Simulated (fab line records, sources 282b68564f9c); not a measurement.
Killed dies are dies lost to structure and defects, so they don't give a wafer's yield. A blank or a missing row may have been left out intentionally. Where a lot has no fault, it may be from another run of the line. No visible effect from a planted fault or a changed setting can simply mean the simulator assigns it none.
Code-filled problem report in 8D (eight disciplines) form ; flow rit_cmos ; the parts of the form that need people (team, actions taken, sign-off) are left out

## 1. WHAT WENT WRONG
Wafers free of any fault read 0.4 nm (standard deviation 1.3) for PRETRO_OVL at RIT_PRETRO_OVL_MEAS_06, against a mean of -150.1 nm on 12 wafers of 4 lots. That is -99 or more standard deviations from the usual mean.
Earliest sighting: wafer L599.1 on overlay-02 at day 5 09:49. The record holds 48 wafers of 16 lots with a number at this step. By rule, "out" or "out of limits" means more than 4 standard deviations away from the usual mean. The other wafers with a number count as sound.

## 2. WHAT IT IS; WHAT IT IS NOT
question;is;is not
which readings at this step;PRETRO_OVL;-
which lots;L599, L602, L603, L604;L584, L585, L587, L589, L590, L591, L592, L593, L594, L595, L598, L605
which wafers of those lots;all that have a number;-
read on which gauges;overlay-01, overlay-02;-
when;from day 5 09:49;"up to then (33 sound wafers); but 3 sound wafers of L605 came after"

## 3. THE SUSPECTS, EACH WITH WHAT RULES IT OUT
Counting: a tool at any process step up to the reading remains a suspect when it ran all the lots that are out and ran no sound lot after the first of those.
- ruled out: the gauge at RIT_PRETRO_OVL_MEAS_06. The wafers that are out were read on 2 gauges (overlay-01, overlay-02).
- iline_stepper-02 at RIT_PRETRO_EXPOSE_03 (exposes mask M5, target cd 43700 nm): kept. It processed each lot that is out, first L599 at day 5 09:23, and no sound lot thereafter; up to then, the last sound lot it processed was L595 at day 4 13:39.
Remaining after the count: iline_stepper-02 at RIT_PRETRO_EXPOSE_03.

## 4. THE CAUSE (what the simulator had put in)
Scanner matching overlay: iline_stepper-02, from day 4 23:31 on, at RIT_PRETRO_EXPOSE_03. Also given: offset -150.
Only this tool survived the counting.

## 5. THE CHAIN OF EFFECTS, in route order
One row per reading whose mean, taken over the struck wafers that have a number, lies over 3 standard deviations from the usual. Only readings whose record carries a usual standard deviation are examined. hours: median over the lots of the time between each lot's start at the first step of this table that gives one and its start at this step. sigmas: the change, counted in usual standard deviations.
hours;step;reading;usual;on struck wafers;change;sigmas
0;RIT_PRETRO_OVL_MEAS_06;PRETRO_OVL;0.4 nm;-150.1;-150.5;-99 or more
At these later measuring or inspecting steps, every struck wafer for which the step has a row has a number for every such reading, and none has moved that far: RIT_M1_BOW_MEAS_16.

## 6. WHAT WOULD HAVE CAUGHT IT SOONER
The first out-of-limits reading at a measuring or inspecting step in this record came at day 5 09:49, 10 hours after the fault's start at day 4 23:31.
No tool reading at RIT_PRETRO_EXPOSE_03 that has a usual standard deviation in the record was out on any struck wafer, so an alarm limit of 4 standard deviations on those readings would not have fired.
Lots out: 4; of these, L602, L603, L604 started RIT_PRETRO_EXPOSE_03 on iline_stepper-02 after day 5 09:49. A hold on the tool at that time would have spared those 3.
